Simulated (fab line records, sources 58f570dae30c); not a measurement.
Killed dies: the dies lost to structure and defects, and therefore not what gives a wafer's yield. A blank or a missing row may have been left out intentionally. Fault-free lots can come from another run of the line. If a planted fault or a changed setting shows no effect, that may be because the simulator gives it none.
The tool behind it: which one? / flow berkeley-cmos170 / 7 lots, 21 wafers sampled, at 3 steps of a route of 331

WHAT THE GAUGES READ, wafer by wafer
UCB170_M2_RS_MEAS_02: measures by four-point-probe.
lot=L513; measured=day 8 19:25; on=film-metro-02; M2_AL_RS (ohm/sq)=0.03197 0.03229 0.03222
lot=L514; measured=day 9 01:11; on=film-metro-03; M2_AL_RS (ohm/sq)=0.03198 0.03231 0.03179
lot=L516; measured=day 9 07:34; on=film-metro-02; M2_AL_RS (ohm/sq)=0.03229 0.03204 0.03227
lot=L522; measured=day 10 06:26; on=film-metro-03; M2_AL_RS (ohm/sq)=0.03244 0.03246 0.03239
lot=L524; measured=day 10 12:43; on=film-metro-03; M2_AL_RS (ohm/sq)=0.03206 0.0322 0.03207
lot=L527; measured=day 11 09:47; on=film-metro-02; M2_AL_RS (ohm/sq)=0.02568 0.03184 0.032 0.02568 0.03185 0.03204
lot=L535; measured=day 13 05:37; on=film-metro-03; M2_AL_RS (ohm/sq)=0.03266 0.03212 0.03237

WHICH TOOL RAN EACH LOT (tool, then ch and the chambers of the sampled wafers, then the start)
lot=L513; UCB170_CONTACT_STRIP_19=plasma-asher-03 ch 0,1, day 8 12:40; UCB170_M2_SPUTTER_01=pvd-sputter-04, day 8 19:18
lot=L514; UCB170_CONTACT_STRIP_19=plasma-asher-03 ch 0,1, day 8 15:23; UCB170_M2_SPUTTER_01=pvd-sputter-03, day 9 01:05
lot=L516; UCB170_CONTACT_STRIP_19=plasma-asher-02 ch 0,1, day 9 00:13; UCB170_M2_SPUTTER_01=pvd-sputter-04, day 9 07:26
lot=L522; UCB170_CONTACT_STRIP_19=plasma-asher-02 ch 0,1, day 10 00:04; UCB170_M2_SPUTTER_01=pvd-sputter-02, day 10 06:20
lot=L524; UCB170_CONTACT_STRIP_19=plasma-asher-03 ch 0,1, day 10 06:33; UCB170_M2_SPUTTER_01=pvd-sputter-04, day 10 12:36
lot=L527; UCB170_CONTACT_STRIP_19=plasma-asher-02 ch 0,1, day 11 02:37; UCB170_M2_SPUTTER_01=pvd-sputter-04, day 11 09:40
lot=L535; UCB170_CONTACT_STRIP_19=plasma-asher-04 ch 0,1, day 12 23:34; UCB170_M2_SPUTTER_01=pvd-sputter-02, day 13 05:32
- UCB170_CONTACT_STRIP_19: strips in O2.
- UCB170_M2_SPUTTER_01: material Al, target thk 900 nm, time 120 s.

THE ANSWER, worked out from the rows above alone
Rule: the usual values come from the lots themselves. Put in order of their means at a reading, lots are off if they are a third of the lots or fewer, leave a main group of 4 or more, and stand apart from it by a gap of 3 or more times the standard deviation of the main group's means; of several such gaps the widest counts. If all means in a main group match to the digits the tables above print for the reading, that group is not used. A lot without any number at a reading at which 4 lots or more have one is off too. Any other lot the step has rows for is counted as sound.
Off: L527, at UCB170_M2_RS_MEAS_02 (M2_AL_RS). The main group: mean 0.03222 ohm/sq, standard deviation 0.00014.
If a tool, at a process step before that reading, ran all the lots that are off and no sound lot after the first of them, it fits. Those tools and the gauges at UCB170_M2_RS_MEAS_02 are tried in the same way. Can't be told from this: 3 tools fit, plasma-asher-02 at UCB170_CONTACT_STRIP_19, pvd-sputter-04 at UCB170_M2_SPUTTER_01, film-metro-02 at UCB170_M2_RS_MEAS_02.

WHAT THE SIMULATOR HAD INSERTED
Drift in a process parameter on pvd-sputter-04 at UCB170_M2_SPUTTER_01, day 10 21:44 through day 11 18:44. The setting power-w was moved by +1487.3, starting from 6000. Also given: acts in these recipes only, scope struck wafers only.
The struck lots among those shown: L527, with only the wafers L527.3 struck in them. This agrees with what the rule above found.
